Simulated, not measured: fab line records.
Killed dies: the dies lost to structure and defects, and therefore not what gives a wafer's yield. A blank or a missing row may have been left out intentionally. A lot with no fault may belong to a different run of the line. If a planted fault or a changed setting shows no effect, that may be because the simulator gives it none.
Problem report, 8D (eight disciplines) form, completed by code    flow rit_cmos    the parts of the form that need people (team, actions taken, sign-off) are left out

## 1. WHAT IS WRONG
Wafers free of any fault read -0.1 nm (standard deviation 1.3) for PWELL_OVL at RIT_PWELL_OVL_MEAS_06, against a mean of 360.2 nm on 12 wafers of 4 lots. So: +99 or more standard deviations from the usual mean.
Earliest sighting: wafer L435.1 on overlay-02 at day 4 17:14. Wafers with a number at this step in the record: 48, from 16 lots. Rule for "out", or "out of limits": more than 4 standard deviations from the usual mean. The rest of the wafers with a number are treated as sound.

## 2. WHAT IT IS, AND WHAT IT ISN'T
question                     is                      is not
which readings at this step  PWELL_OVL               -
which lots                   L435, L436, L437, L438  L422, L423, L425, L426, L427, L428, L429, L431, L432, L434, L443, L444
which wafers of those lots   all that have a number  -
read on which gauges         overlay-01, overlay-02  -
when                         from day 4 17:14        up to then (30 sound wafers); but 6 sound wafers of L443, L444 came after

## 3. WHAT RULES OUT EACH SUSPECT
Counting: a tool stays on the suspect list if, at a process step up to the reading, it processed all lots that are out and no sound lot following the first of them.
- the gauge at RIT_PWELL_OVL_MEAS_06 has been ruled out. 2 gauges (overlay-01, overlay-02) read the wafers that are out.
- iline_stepper-02 at RIT_PWELL_EXPOSE_03 (exposes mask M3, target cd 43700 nm): kept. It ran every lot that is out, first L435 (day 4 16:48), and no sound lot after that; its last sound lot up to then is L434 (day 4 15:07).
After counting, what remains is iline_stepper-02 at RIT_PWELL_EXPOSE_03.

## 4. THE CAUSE (what the simulator had put in)
Scanner matching overlay: iline_stepper-02, from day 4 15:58 on, at RIT_PWELL_EXPOSE_03. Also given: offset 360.
Only this tool survived the counting.

## 5. THE EFFECT CHAIN, in route order
Rows list readings where the struck wafers' mean (over those with a number) sits beyond 3 standard deviations from the usual. Only readings whose record carries a usual standard deviation are examined. hours: median over the lots of the time between each lot's start at the first step of this table that gives one and its start at this step. sigmas: the change, counted in usual standard deviations.
hours  step                   reading    usual    on struck wafers  change  sigmas
0      RIT_PWELL_OVL_MEAS_06  PWELL_OVL  -0.1 nm  360.2             +360.3  +99 or more

## 6. WHAT WOULD HAVE CAUGHT IT SOONER
In this record the first reading out of limits at a measuring or inspecting step was taken at day 4 17:14, 1 hour after the fault began at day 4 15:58.
No tool reading at RIT_PWELL_EXPOSE_03 that has a usual standard deviation in the record was out on any struck wafer, so an alarm limit of 4 standard deviations on those readings would not have fired.
L436, L437, L438, from the lots that are out (4), started RIT_PWELL_EXPOSE_03 on iline_stepper-02 later than day 4 17:14. A hold on the tool at that time would have spared those 3.
